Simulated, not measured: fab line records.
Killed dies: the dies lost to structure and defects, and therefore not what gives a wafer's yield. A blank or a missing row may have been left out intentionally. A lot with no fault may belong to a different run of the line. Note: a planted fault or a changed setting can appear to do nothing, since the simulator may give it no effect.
fab line records / flow ritCmos
record: lots: 14 wafers: 42 lastDay: 7
route steps=202 shown PLDD@120 NSD@134 SDANNEAL@156 SILICIDE@163
lots that met no fault: taken from a fault-free run of the same line
startH: hours from the record's opening day to when the first of the lot's shown wafers began / waitH: time in hours since the lot's previous step / " repeats the value in the row above / L1.1+2: a single row standing in for several wafers / - no value present, or no start provided / * or withheld: withheld / < > ~ a bound
route shown NAME@n: NAME is a module with steps in the file, n the number in the route of the first one / usual: mean and standard deviation over wafers with no fault / same: alike in all rows / chamber/n: place in a boat / sites: the reading at each site / _std_site: the values' standard deviation / _edge_site: outer sites' mean less inner sites' / radiusMm: how far each site lies from the wafer's centre / mask NAME#n: copy n / behind: the tool/chamber that last shaped the wafer / hold: why the lot went on hold/how many hours it stayed there/how the hold came to an end / device: whichever transistor did not switch (one of n, p or np) / end of line: the route-end tests of the same wafers / where a step has no rows: the recipe by itself / killed: dies lost to structure and defects at the first sort, not the wafer's yield / map: shows each die of a wafer: x if killed, . if not, _ if none is there
set.NAME: the setting as run; set.NAME@STEP: as run at that earlier step / model.NAME: the simulator's own value behind a step, which no gauge read
the route's steps for a sample of lots (tables are steps, rows are wafers)
services: the hour from which a tool's chamber was out of use, counted from the record's first day as startH (under 0 if before that day), plus the number of hours and why
== steps ==
step: RIT_PLDD_OVL_MEAS_06
usual: PLDD_OVL: -0.2/1.5
lot.wafer=L993.1 tool=overlay-01 chamber=- startH=52.49 waitH=- PLDD_OVL[nm]=-2.5
lot.wafer=L993.2 tool=overlay-01 chamber=- startH=52.49 waitH=- PLDD_OVL[nm]=0.4
lot.wafer=L993.6 tool=overlay-01 chamber=- startH=52.49 waitH=- PLDD_OVL[nm]=-0.3
lot.wafer=L994.2 tool=overlay-02 chamber=- startH=54.70 waitH=- PLDD_OVL[nm]=-0.4
lot.wafer=L994.3 tool=overlay-02 chamber=- startH=54.70 waitH=- PLDD_OVL[nm]=0.0
lot.wafer=L994.4 tool=overlay-02 chamber=- startH=54.70 waitH=- PLDD_OVL[nm]=-0.1
lot.wafer=L995.1 tool=overlay-02 chamber=- startH=58.91 waitH=- PLDD_OVL[nm]=0.7
lot.wafer=L995.3 tool=overlay-02 chamber=- startH=58.91 waitH=- PLDD_OVL[nm]=0.6
lot.wafer=L995.4 tool=overlay-02 chamber=- startH=58.91 waitH=- PLDD_OVL[nm]=1.3
lot.wafer=L103.1 tool=overlay-02 chamber=- startH=99.50 waitH=- PLDD_OVL[nm]=-1.4
lot.wafer=L103.2 tool=overlay-02 chamber=- startH=99.50 waitH=- PLDD_OVL[nm]=1.4
lot.wafer=L103.4 tool=overlay-02 chamber=- startH=99.50 waitH=- PLDD_OVL[nm]=-0.5
lot.wafer=L104.1 tool=overlay-02 chamber=- startH=102.41 waitH=- PLDD_OVL[nm]=-1.0
lot.wafer=L104.5 tool=overlay-02 chamber=- startH=102.41 waitH=- PLDD_OVL[nm]=-1.1
lot.wafer=L104.6 tool=overlay-02 chamber=- startH=102.41 waitH=- PLDD_OVL[nm]=-2.7
lot.wafer=L106.1 tool=overlay-01 chamber=- startH=115.22 waitH=- PLDD_OVL[nm]=0.4
lot.wafer=L106.3 tool=overlay-01 chamber=- startH=115.22 waitH=- PLDD_OVL[nm]=0.8
lot.wafer=L106.6 tool=overlay-01 chamber=- startH=115.22 waitH=- PLDD_OVL[nm]=0.7
lot.wafer=L107.1 tool=overlay-02 chamber=- startH=118.12 waitH=- PLDD_OVL[nm]=2.1
lot.wafer=L107.4 tool=overlay-02 chamber=- startH=118.12 waitH=- PLDD_OVL[nm]=2.7
lot.wafer=L107.6 tool=overlay-02 chamber=- startH=118.12 waitH=- PLDD_OVL[nm]=2.8
lot.wafer=L108.1 tool=overlay-02 chamber=- startH=123.77 waitH=- PLDD_OVL[nm]=0.1
lot.wafer=L108.3 tool=overlay-02 chamber=- startH=123.77 waitH=- PLDD_OVL[nm]=0.8
lot.wafer=L108.6 tool=overlay-02 chamber=- startH=123.77 waitH=- PLDD_OVL[nm]=-1.4
lot.wafer=L109.1 tool=overlay-02 chamber=- startH=129.49 waitH=- PLDD_OVL[nm]=-0.7
lot.wafer=L109.2 tool=overlay-02 chamber=- startH=129.49 waitH=- PLDD_OVL[nm]=0.1
lot.wafer=L109.6 tool=overlay-02 chamber=- startH=129.49 waitH=- PLDD_OVL[nm]=-0.6
lot.wafer=L111.1 tool=overlay-02 chamber=- startH=139.20 waitH=- PLDD_OVL[nm]=-3.0
lot.wafer=L111.2 tool=overlay-02 chamber=- startH=139.20 waitH=- PLDD_OVL[nm]=-1.7
lot.wafer=L111.4 tool=overlay-02 chamber=- startH=139.20 waitH=- PLDD_OVL[nm]=-0.3
lot.wafer=L112.2 tool=overlay-01 chamber=- startH=143.19 waitH=- PLDD_OVL[nm]=0.9
lot.wafer=L112.3 tool=overlay-01 chamber=- startH=143.19 waitH=- PLDD_OVL[nm]=1.5
lot.wafer=L112.5 tool=overlay-01 chamber=- startH=143.19 waitH=- PLDD_OVL[nm]=1.5
lot.wafer=L113.3 tool=overlay-01 chamber=- startH=148.69 waitH=- PLDD_OVL[nm]=2.8
lot.wafer=L113.4 tool=overlay-01 chamber=- startH=148.69 waitH=- PLDD_OVL[nm]=0.4
lot.wafer=L113.6 tool=overlay-01 chamber=- startH=148.69 waitH=- PLDD_OVL[nm]=1.1
lot.wafer=L114.2 tool=overlay-01 chamber=- startH=153.58 waitH=- PLDD_OVL[nm]=1.7
lot.wafer=L114.4 tool=overlay-01 chamber=- startH=153.58 waitH=- PLDD_OVL[nm]=0.6
lot.wafer=L114.5 tool=overlay-01 chamber=- startH=153.58 waitH=- PLDD_OVL[nm]=1.8
lot.wafer=L115.2 tool=overlay-02 chamber=- startH=158.38 waitH=- PLDD_OVL[nm]=-0.2
lot.wafer=L115.4 tool=overlay-02 chamber=- startH=158.38 waitH=- PLDD_OVL[nm]=0.0
lot.wafer=L115.6 tool=overlay-02 chamber=- startH=158.38 waitH=- PLDD_OVL[nm]=1.5
step: RIT_NSD_EXPOSE_03
recipe: maskId: M9 na: 0.57 targetCdNm: 40700 doseMj: 250
usual: exposureDoseMJCm2: 250.04/0.24 focusOffsetNm: 0.0/0.55
lot.wafer=L993.1 tool=ilineStepper-02 chamber=0 startH=56.01 waitH=0.1 mask=M9#0 exposureDoseMJCm2=249.92 focusOffsetNm=-1.1
lot.wafer=L993.2 tool=ilineStepper-02 chamber=0 startH=56.01 waitH=0.1 mask=M9#0 exposureDoseMJCm2=249.84 focusOffsetNm=-0.3
lot.wafer=L993.6 tool=ilineStepper-02 chamber=0 startH=56.01 waitH=0.1 mask=M9#0 exposureDoseMJCm2=250.08 focusOffsetNm=-0.1
lot.wafer=L994.2 tool=ilineStepper-01 chamber=0 startH=58.35 waitH=0.2 mask=M9#0 exposureDoseMJCm2=250.19 focusOffsetNm=-0.2
lot.wafer=L994.3 tool=ilineStepper-01 chamber=0 startH=58.35 waitH=0.2 mask=M9#0 exposureDoseMJCm2=249.72 focusOffsetNm=-0.3
lot.wafer=L994.4 tool=ilineStepper-01 chamber=0 startH=58.35 waitH=0.2 mask=M9#0 exposureDoseMJCm2=250.34 focusOffsetNm=-1.0
lot.wafer=L995.1 tool=ilineStepper-01 chamber=0 startH=62.44 waitH=0.1 mask=M9#0 exposureDoseMJCm2=249.70 focusOffsetNm=-0.6
lot.wafer=L995.3 tool=ilineStepper-01 chamber=0 startH=62.44 waitH=0.1 mask=M9#0 exposureDoseMJCm2=250.00 focusOffsetNm=0.1
lot.wafer=L995.4 tool=ilineStepper-01 chamber=0 startH=62.44 waitH=0.1 mask=M9#0 exposureDoseMJCm2=249.98 focusOffsetNm=-0.6
lot.wafer=L103.1 tool=ilineStepper-01 chamber=- startH=103.14 waitH=0.2 mask=M9#0 exposureDoseMJCm2=- focusOffsetNm=-
lot.wafer=L103.2 tool=ilineStepper-01 chamber=- startH=103.14 waitH=0.2 mask=M9#0 exposureDoseMJCm2=- focusOffsetNm=-
lot.wafer=L103.4 tool=ilineStepper-01 chamber=- startH=103.14 waitH=0.2 mask=M9#0 exposureDoseMJCm2=- focusOffsetNm=-
lot.wafer=L104.1 tool=ilineStepper-02 chamber=- startH=106.12 waitH=0.2 mask=M9#0 exposureDoseMJCm2=- focusOffsetNm=-
lot.wafer=L104.5 tool=ilineStepper-02 chamber=- startH=106.12 waitH=0.2 mask=M9#0 exposureDoseMJCm2=- focusOffsetNm=-
lot.wafer=L104.6 tool=ilineStepper-02 chamber=- startH=106.12 waitH=0.2 mask=M9#0 exposureDoseMJCm2=- focusOffsetNm=-
lot.wafer=L106.1 tool=ilineStepper-01 chamber=0 startH=118.89 waitH=0.2 mask=M9#0 exposureDoseMJCm2=250.11 focusOffsetNm=0.2
lot.wafer=L106.3 tool=ilineStepper-01 chamber=0 startH=118.89 waitH=0.2 mask=M9#0 exposureDoseMJCm2=249.78 focusOffsetNm=0.9
lot.wafer=L106.6 tool=ilineStepper-01 chamber=0 startH=118.89 waitH=0.2 mask=M9#0 exposureDoseMJCm2=249.80 focusOffsetNm=0.2
lot.wafer=L107.1 tool=ilineStepper-02 chamber=0 startH=121.80 waitH=0.2 mask=M9#0 exposureDoseMJCm2=250.24 focusOffsetNm=0.1
lot.wafer=L107.4 tool=ilineStepper-02 chamber=0 startH=121.80 waitH=0.2 mask=M9#0 exposureDoseMJCm2=249.82 focusOffsetNm=-0.2
lot.wafer=L107.6 tool=ilineStepper-02 chamber=0 startH=121.80 waitH=0.2 mask=M9#0 exposureDoseMJCm2=249.95 focusOffsetNm=0.5
lot.wafer=L108.1 tool=ilineStepper-01 chamber=0 startH=127.66 waitH=0.3 mask=M9#0 exposureDoseMJCm2=249.68 focusOffsetNm=-0.8
lot.wafer=L108.3 tool=ilineStepper-01 chamber=0 startH=127.66 waitH=0.3 mask=M9#0 exposureDoseMJCm2=249.67 focusOffsetNm=-0.1
lot.wafer=L108.6 tool=ilineStepper-01 chamber=0 startH=127.66 waitH=0.3 mask=M9#0 exposureDoseMJCm2=250.15 focusOffsetNm=-0.6
lot.wafer=L109.1 tool=ilineStepper-02 chamber=0 startH=133.18 waitH=0.2 mask=M9#0 exposureDoseMJCm2=249.67 focusOffsetNm=1.2
lot.wafer=L109.2 tool=ilineStepper-02 chamber=0 startH=133.18 waitH=0.2 mask=M9#0 exposureDoseMJCm2=250.09 focusOffsetNm=1.4
lot.wafer=L109.6 tool=ilineStepper-02 chamber=0 startH=133.18 waitH=0.2 mask=M9#0 exposureDoseMJCm2=250.09 focusOffsetNm=0.6
lot.wafer=L111.1 tool=ilineStepper-01 chamber=0 startH=142.75 waitH=0.1 mask=M9#0 exposureDoseMJCm2=249.92 focusOffsetNm=0.3
lot.wafer=L111.2 tool=ilineStepper-01 chamber=0 startH=142.75 waitH=0.1 mask=M9#0 exposureDoseMJCm2=250.43 focusOffsetNm=-0.1
lot.wafer=L111.4 tool=ilineStepper-01 chamber=0 startH=142.75 waitH=0.1 mask=M9#0 exposureDoseMJCm2=250.23 focusOffsetNm=0.6
lot.wafer=L112.2 tool=ilineStepper-02 chamber=0 startH=147.11 waitH=0.2 mask=M9#0 exposureDoseMJCm2=249.75 focusOffsetNm=1.0
lot.wafer=L112.3 tool=ilineStepper-02 chamber=0 startH=147.11 waitH=0.2 mask=M9#0 exposureDoseMJCm2=250.13 focusOffsetNm=0.5
lot.wafer=L112.5 tool=ilineStepper-02 chamber=0 startH=147.11 waitH=0.2 mask=M9#0 exposureDoseMJCm2=250.01 focusOffsetNm=0.0
lot.wafer=L113.3 tool=ilineStepper-01 chamber=0 startH=152.76 waitH=0.2 mask=M9#0 exposureDoseMJCm2=249.86 focusOffsetNm=-0.3
lot.wafer=L113.4 tool=ilineStepper-01 chamber=0 startH=152.76 waitH=0.2 mask=M9#0 exposureDoseMJCm2=249.92 focusOffsetNm=-0.5
lot.wafer=L113.6 tool=ilineStepper-01 chamber=0 startH=152.76 waitH=0.2 mask=M9#0 exposureDoseMJCm2=249.77 focusOffsetNm=-0.6
lot.wafer=L114.2 tool=ilineStepper-02 chamber=0 startH=157.46 waitH=0.2 mask=M9#0 exposureDoseMJCm2=250.07 focusOffsetNm=-0.1
lot.wafer=L114.4 tool=ilineStepper-02 chamber=0 startH=157.46 waitH=0.2 mask=M9#0 exposureDoseMJCm2=249.97 focusOffsetNm=0.1
lot.wafer=L114.5 tool=ilineStepper-02 chamber=0 startH=157.46 waitH=0.2 mask=M9#0 exposureDoseMJCm2=249.85 focusOffsetNm=0.6
lot.wafer=L115.2 tool=ilineStepper-02 chamber=0 startH=161.96 waitH=0.1 mask=M9#0 exposureDoseMJCm2=250.42 focusOffsetNm=0.6
lot.wafer=L115.4 tool=ilineStepper-02 chamber=0 startH=161.96 waitH=0.1 mask=M9#0 exposureDoseMJCm2=250.32 focusOffsetNm=0.1
lot.wafer=L115.6 tool=ilineStepper-02 chamber=0 startH=161.96 waitH=0.1 mask=M9#0 exposureDoseMJCm2=250.54 focusOffsetNm=0.3
step: RIT_SDANNEAL_RTA_03
recipe: tempC: 1050 timeS: 5 idleTempC: 600 rampUpCPerS: 342 rampDownCPerS: 171 coolToC: 600 ambient: N2
usual: wafer_temp_C_max: 1053.4/1.1
lot.wafer=L993.1 tool=rtpAnneal-02 chamber=0 startH=58.78 waitH=0.0 wafer_temp_C_max=1053.8
lot.wafer=L993.2 tool=rtpAnneal-02 chamber=0 startH=58.78 waitH=0.0 wafer_temp_C_max=1052.7
lot.wafer=L993.6 tool=rtpAnneal-02 chamber=0 startH=58.78 waitH=0.0 wafer_temp_C_max=1055.2
lot.wafer=L994.2 tool=rtpAnneal-01 chamber=0 startH=61.12 waitH=0.0 wafer_temp_C_max=1052.4
lot.wafer=L994.3 tool=rtpAnneal-01 chamber=0 startH=61.12 waitH=0.0 wafer_temp_C_max=1052.4
lot.wafer=L994.4 tool=rtpAnneal-01 chamber=0 startH=61.12 waitH=0.0 wafer_temp_C_max=1052.4
lot.wafer=L995.1 tool=rtpAnneal-02 chamber=0 startH=65.23 waitH=0.0 wafer_temp_C_max=1053.7
lot.wafer=L995.3 tool=rtpAnneal-02 chamber=0 startH=65.23 waitH=0.0 wafer_temp_C_max=1052.3
lot.wafer=L995.4 tool=rtpAnneal-02 chamber=0 startH=65.23 waitH=0.0 wafer_temp_C_max=1052.1
lot.wafer=L103.1 tool=rtpAnneal-02 chamber=0 startH=106.03 waitH=0.0 wafer_temp_C_max=1052.7
lot.wafer=L103.2 tool=rtpAnneal-02 chamber=0 startH=106.03 waitH=0.0 wafer_temp_C_max=1051.5
lot.wafer=L103.4 tool=rtpAnneal-02 chamber=0 startH=106.03 waitH=0.0 wafer_temp_C_max=1054.3
lot.wafer=L104.1 tool=rtpAnneal-01 chamber=0 startH=108.89 waitH=0.0 wafer_temp_C_max=1053.4
lot.wafer=L104.5 tool=rtpAnneal-01 chamber=0 startH=108.89 waitH=0.0 wafer_temp_C_max=1052.0
lot.wafer=L104.6 tool=rtpAnneal-01 chamber=0 startH=108.89 waitH=0.0 wafer_temp_C_max=1054.2
lot.wafer=L106.1 tool=rtpAnneal-01 chamber=0 startH=121.90 waitH=0.0 wafer_temp_C_max=1052.2
lot.wafer=L106.3 tool=rtpAnneal-01 chamber=0 startH=121.90 waitH=0.0 wafer_temp_C_max=1052.9
lot.wafer=L106.6 tool=rtpAnneal-01 chamber=0 startH=121.90 waitH=0.0 wafer_temp_C_max=1054.2
lot.wafer=L107.1 tool=rtpAnneal-02 chamber=0 startH=124.56 waitH=0.0 wafer_temp_C_max=1052.2
lot.wafer=L107.4 tool=rtpAnneal-02 chamber=0 startH=124.56 waitH=0.0 wafer_temp_C_max=1052.6
lot.wafer=L107.6 tool=rtpAnneal-02 chamber=0 startH=124.56 waitH=0.0 wafer_temp_C_max=1052.8
lot.wafer=L108.1 tool=rtpAnneal-02 chamber=0 startH=130.69 waitH=0.0 wafer_temp_C_max=1054.2
lot.wafer=L108.3 tool=rtpAnneal-02 chamber=0 startH=130.69 waitH=0.0 wafer_temp_C_max=1053.8
lot.wafer=L108.6 tool=rtpAnneal-02 chamber=0 startH=130.69 waitH=0.0 wafer_temp_C_max=1051.8
lot.wafer=L109.1 tool=rtpAnneal-01 chamber=0 startH=136.16 waitH=0.0 wafer_temp_C_max=1053.6
lot.wafer=L109.2 tool=rtpAnneal-01 chamber=0 startH=136.16 waitH=0.0 wafer_temp_C_max=1052.4
lot.wafer=L109.6 tool=rtpAnneal-01 chamber=0 startH=136.16 waitH=0.0 wafer_temp_C_max=1052.7
lot.wafer=L111.1 tool=rtpAnneal-01 chamber=0 startH=145.63 waitH=0.0 wafer_temp_C_max=1054.0
lot.wafer=L111.2 tool=rtpAnneal-01 chamber=0 startH=145.63 waitH=0.0 wafer_temp_C_max=1053.2
lot.wafer=L111.4 tool=rtpAnneal-01 chamber=0 startH=145.63 waitH=0.0 wafer_temp_C_max=1054.7
lot.wafer=L112.2 tool=rtpAnneal-02 chamber=0 startH=149.92 waitH=0.0 wafer_temp_C_max=1053.1
lot.wafer=L112.3 tool=rtpAnneal-02 chamber=0 startH=149.92 waitH=0.0 wafer_temp_C_max=1053.1
lot.wafer=L112.5 tool=rtpAnneal-02 chamber=0 startH=149.92 waitH=0.0 wafer_temp_C_max=1054.2
lot.wafer=L113.3 tool=rtpAnneal-02 chamber=0 startH=155.54 waitH=0.0 wafer_temp_C_max=1054.3
lot.wafer=L113.4 tool=rtpAnneal-02 chamber=0 startH=155.54 waitH=0.0 wafer_temp_C_max=1052.4
lot.wafer=L113.6 tool=rtpAnneal-02 chamber=0 startH=155.54 waitH=0.0 wafer_temp_C_max=1053.4
lot.wafer=L114.2 tool=rtpAnneal-02 chamber=0 startH=160.60 waitH=0.0 wafer_temp_C_max=1053.1
lot.wafer=L114.4 tool=rtpAnneal-02 chamber=0 startH=160.60 waitH=0.0 wafer_temp_C_max=1051.8
lot.wafer=L114.5 tool=rtpAnneal-02 chamber=0 startH=160.60 waitH=0.0 wafer_temp_C_max=1052.5
lot.wafer=L115.2 tool=rtpAnneal-02 chamber=0 startH=165.06 waitH=0.0 wafer_temp_C_max=1053.8
lot.wafer=L115.4 tool=rtpAnneal-02 chamber=0 startH=165.06 waitH=0.0 wafer_temp_C_max=1053.7
lot.wafer=L115.6 tool=rtpAnneal-02 chamber=0 startH=165.06 waitH=0.0 wafer_temp_C_max=1053.2
step: RIT_SILICIDE_RS_MEAS_02
recipe: thkMeasGauge: four-point-probe reads: Ti_of_SILICIDE_SPUTTER_01
usual: SILICIDE_TI_RS: 47.6/0.63
lot.wafer=L993.1 tool=filmMetro-02 chamber=- startH=59.49 waitH=0.1 SILICIDE_TI_RS[ohm/sq]=46.6
lot.wafer=L993.2 tool=filmMetro-02 chamber=- startH=59.49 waitH=0.1 SILICIDE_TI_RS[ohm/sq]=46.9
lot.wafer=L993.6 tool=filmMetro-02 chamber=- startH=59.49 waitH=0.1 SILICIDE_TI_RS[ohm/sq]=47.3
lot.wafer=L994.2 tool=filmMetro-01 chamber=- startH=61.83 waitH=0.1 SILICIDE_TI_RS[ohm/sq]=47.3
lot.wafer=L994.3 tool=filmMetro-01 chamber=- startH=61.83 waitH=0.1 SILICIDE_TI_RS[ohm/sq]=47.7
lot.wafer=L994.4 tool=filmMetro-01 chamber=- startH=61.83 waitH=0.1 SILICIDE_TI_RS[ohm/sq]=47.4
lot.wafer=L995.1 tool=filmMetro-04 chamber=- startH=65.93 waitH=0.1 SILICIDE_TI_RS[ohm/sq]=46.2
lot.wafer=L995.3 tool=filmMetro-04 chamber=- startH=65.93 waitH=0.1 SILICIDE_TI_RS[ohm/sq]=46.6
lot.wafer=L995.4 tool=filmMetro-04 chamber=- startH=65.93 waitH=0.1 SILICIDE_TI_RS[ohm/sq]=47.1
lot.wafer=L103.1 tool=filmMetro-04 chamber=- startH=106.73 waitH=0.1 SILICIDE_TI_RS[ohm/sq]=48.5
lot.wafer=L103.2 tool=filmMetro-04 chamber=- startH=106.73 waitH=0.1 SILICIDE_TI_RS[ohm/sq]=47.6
lot.wafer=L103.4 tool=filmMetro-04 chamber=- startH=106.73 waitH=0.1 SILICIDE_TI_RS[ohm/sq]=48.4
lot.wafer=L104.1 tool=filmMetro-02 chamber=- startH=109.60 waitH=0.1 SILICIDE_TI_RS[ohm/sq]=47.2
lot.wafer=L104.5 tool=filmMetro-02 chamber=- startH=109.60 waitH=0.1 SILICIDE_TI_RS[ohm/sq]=47.3
lot.wafer=L104.6 tool=filmMetro-02 chamber=- startH=109.60 waitH=0.1 SILICIDE_TI_RS[ohm/sq]=47.3
lot.wafer=L106.1 tool=filmMetro-04 chamber=- startH=122.60 waitH=0.1 SILICIDE_TI_RS[ohm/sq]=47.4
lot.wafer=L106.3 tool=filmMetro-04 chamber=- startH=122.60 waitH=0.1 SILICIDE_TI_RS[ohm/sq]=47.8
lot.wafer=L106.6 tool=filmMetro-04 chamber=- startH=122.60 waitH=0.1 SILICIDE_TI_RS[ohm/sq]=47.8
lot.wafer=L107.1 tool=filmMetro-01 chamber=- startH=125.26 waitH=0.1 SILICIDE_TI_RS[ohm/sq]=48.1
lot.wafer=L107.4 tool=filmMetro-01 chamber=- startH=125.26 waitH=0.1 SILICIDE_TI_RS[ohm/sq]=48.4
lot.wafer=L107.6 tool=filmMetro-01 chamber=- startH=125.26 waitH=0.1 SILICIDE_TI_RS[ohm/sq]=48.0
lot.wafer=L108.1 tool=filmMetro-04 chamber=- startH=131.39 waitH=0.1 SILICIDE_TI_RS[ohm/sq]=47.7
lot.wafer=L108.3 tool=filmMetro-04 chamber=- startH=131.39 waitH=0.1 SILICIDE_TI_RS[ohm/sq]=46.4
lot.wafer=L108.6 tool=filmMetro-04 chamber=- startH=131.39 waitH=0.1 SILICIDE_TI_RS[ohm/sq]=47.6
lot.wafer=L109.1 tool=filmMetro-04 chamber=- startH=136.87 waitH=0.1 SILICIDE_TI_RS[ohm/sq]=47.3
lot.wafer=L109.2 tool=filmMetro-04 chamber=- startH=136.87 waitH=0.1 SILICIDE_TI_RS[ohm/sq]=48.1
lot.wafer=L109.6 tool=filmMetro-04 chamber=- startH=136.87 waitH=0.1 SILICIDE_TI_RS[ohm/sq]=47.5
lot.wafer=L111.1 tool=filmMetro-02 chamber=- startH=146.34 waitH=0.1 SILICIDE_TI_RS[ohm/sq]=48.9
lot.wafer=L111.2 tool=filmMetro-02 chamber=- startH=146.34 waitH=0.1 SILICIDE_TI_RS[ohm/sq]=48.7
lot.wafer=L111.4 tool=filmMetro-02 chamber=- startH=146.34 waitH=0.1 SILICIDE_TI_RS[ohm/sq]=47.9
lot.wafer=L112.2 tool=filmMetro-02 chamber=- startH=150.65 waitH=0.1 SILICIDE_TI_RS[ohm/sq]=47.3
lot.wafer=L112.3 tool=filmMetro-02 chamber=- startH=150.65 waitH=0.1 SILICIDE_TI_RS[ohm/sq]=47.9
lot.wafer=L112.5 tool=filmMetro-02 chamber=- startH=150.65 waitH=0.1 SILICIDE_TI_RS[ohm/sq]=47.8
lot.wafer=L113.3 tool=filmMetro-02 chamber=- startH=156.27 waitH=0.1 SILICIDE_TI_RS[ohm/sq]=46.4
lot.wafer=L113.4 tool=filmMetro-02 chamber=- startH=156.27 waitH=0.1 SILICIDE_TI_RS[ohm/sq]=47.6
lot.wafer=L113.6 tool=filmMetro-02 chamber=- startH=156.27 waitH=0.1 SILICIDE_TI_RS[ohm/sq]=47.5
lot.wafer=L114.2 tool=filmMetro-02 chamber=- startH=161.31 waitH=0.1 SILICIDE_TI_RS[ohm/sq]=48.3
lot.wafer=L114.4 tool=filmMetro-02 chamber=- startH=161.31 waitH=0.1 SILICIDE_TI_RS[ohm/sq]=48.4
lot.wafer=L114.5 tool=filmMetro-02 chamber=- startH=161.31 waitH=0.1 SILICIDE_TI_RS[ohm/sq]=48.7
lot.wafer=L115.2 tool=filmMetro-02 chamber=- startH=165.77 waitH=0.1 SILICIDE_TI_RS[ohm/sq]=47.2
lot.wafer=L115.4 tool=filmMetro-02 chamber=- startH=165.77 waitH=0.1 SILICIDE_TI_RS[ohm/sq]=47.2
lot.wafer=L115.6 tool=filmMetro-02 chamber=- startH=165.77 waitH=0.1 SILICIDE_TI_RS[ohm/sq]=47.7
== services ==
tool=ilineStepper-01 chamber=- startH=90.49 hours=1.7 kind=pm
tool=ilineStepper-02 chamber=- startH=126.80 hours=1.7 kind=pm
tool=rtpAnneal-01 chamber=- startH=130.25 hours=1.1 kind=pm
tool=rtpAnneal-01 chamber=- startH=152.92 hours=5.1 kind=pm
== key ==
firstSign: step: RIT_NSD_EXPOSE_03 reading: toolRecord direction: missing
effect none on later readings
metAt RIT_NSD_EXPOSE_03
struckLots L103,L104
sortLeftOut L103.1,L103.2,L103.4,L104.1,L104.5,L104.6
testerLeftOut L103,L104
notActingAt RIT_PLDD_OVL_MEAS_06,RIT_SDANNEAL_RTA_03,RIT_SILICIDE_RS_MEAS_02
onsetBetween 62.44 103.14
fault: kind: skippedStepWhole tool: ilineStepper-01,ilineStepper-02 chamber: - onsetH: 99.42 steps: RIT_NSD_EXPOSE_03 scope: struckLotsOnly
testerLeftOut: of these lots the tester's yield and bins aren't shown, on N5 and GAA mostly nor the transistor test; their killed dies are dies lost to structure and defects alone, not to doping, threshold or leakage, so they don't give the yield
sortLeftOut: the simulated sort isn't trusted on such a fault, so these wafers' sort isn't shown, and their yield isn't known
